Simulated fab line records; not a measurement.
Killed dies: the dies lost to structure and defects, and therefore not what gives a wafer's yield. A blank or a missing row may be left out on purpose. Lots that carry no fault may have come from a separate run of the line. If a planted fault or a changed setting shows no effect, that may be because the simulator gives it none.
Split-lot study	flow berkeley-cmos170	on a route of 331 steps: 5 lots, 23 wafers read

== ABOUT THE SPLIT ==
At UCB170_SDANNEAL_RTA_01 (time 5 s), the setting time-s was moved away from the recipe's 5 s on 6 of the 23 wafers read, by -12.1% to +14.9%. For the rest of the wafers, this setting stayed at what the recipe calls for.

== SPLIT TO READING: what lies between them in the file, 1 step ==
- UCB170_SDANNEAL_RS_MEAS_02: measures by four-point-probe

== THE READING ==
NSD_RS, in ohm/sq, at UCB170_SDANNEAL_RS_MEAS_03 (measures by four-point-probe). A value of 37.28 ohm/sq with a standard deviation of 0.072 ohm/sq is what fault-free wafers of this fab line usually give.

wafer	tool, chamber at the split	time-s as run, s	against the recipe	NSD_RS, ohm/sq	against lot-mates on the recipe
L076.2	rtp-anneal-01, 0	5	recipe	37.22	-
L076.3	rtp-anneal-01, 0	5	recipe	37.26	-
L076.4	rtp-anneal-01, 0	5	recipe	37.33	-
L081.1	rtp-anneal-01, 0	5	recipe	37.25	-
L081.2	rtp-anneal-01, 0	4.395	-12.1%	37.60	+0.34
L081.3	rtp-anneal-01, 0	5	recipe	37.34	-
L081.5	rtp-anneal-01, 0	4.395	-12.1%	37.52	+0.26
L081.6	rtp-anneal-01, 0	5	recipe	37.20	-
L083.1	rtp-anneal-02, 0	5	recipe	37.35	-
L083.2	rtp-anneal-02, 0	5	recipe	37.27	-
L083.3	rtp-anneal-02, 0	5	recipe	37.29	-
L083.4	rtp-anneal-02, 0	5	recipe	37.45	-
L083.6	rtp-anneal-02, 0	5	recipe	37.44	-
L082.1	rtp-anneal-01, 0	4.547	-9.1%	37.68	+0.40
L082.2	rtp-anneal-01, 0	5	recipe	37.30	-
L082.3	rtp-anneal-01, 0	5	recipe	37.20	-
L082.4	rtp-anneal-01, 0	5	recipe	37.35	-
L082.5	rtp-anneal-01, 0	4.547	-9.1%	37.71	+0.43
L084.1	rtp-anneal-02, 0	5	recipe	37.29	-
L084.2	rtp-anneal-02, 0	5	recipe	37.34	-
L084.4	rtp-anneal-02, 0	5.745	+14.9%	36.87	-0.46
L084.5	rtp-anneal-02, 0	5.745	+14.9%	36.82	-0.51
L084.6	rtp-anneal-02, 0	5	recipe	37.37	-

FIT RESULTS
A straight line over all 23 wafers: NSD_RS changes by -0.0299 ohm/sq for each +1% of time-s; r = -0.92; the points scatter about the line by 0.083 ohm/sq.
The same after taking each lot's own level away (the mean of its wafers on the recipe; 23 wafers): -0.0324 ohm/sq for each +1%; r = -0.95; scatter 0.072 ohm/sq.
On that fit, the largest move of time-s shifts the reading by 0.48 ohm/sq.
Across the lots, their own levels run from 37.263 to 37.360 ohm/sq, a range of 1.3 times the standard deviation given above.
Hence the lot-to-lot level has little effect on the slope; both slopes agree.
Check: with one of the wafers moved furthest among these (+14.9%) left out of the fit, the line predicts -0.489 ohm/sq for it against its lot-mates. Against them it came out at -0.463 ohm/sq.

== THE WHOLE CHAIN: every reading that the file lists as answering this split, in the file's order ==
step	what it does	reading	change (the file's fit)	r (the file's)
UCB170_SDANNEAL_RS_MEAS_03	measures by four-point-probe	NSD_RS	-0.0324 for each +1% of the setting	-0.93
UCB170_SDANNEAL_RS_MEAS_02	measures by four-point-probe	PSD_RS	-0.167 for each +1% of the setting, in a fit together with dose-cm2@PSD_IMPLANT_08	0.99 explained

== THE FILE'S OWN FIT ==
NSD_RS changes by -0.0324 ohm/sq for each +1% of time-s, r = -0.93.
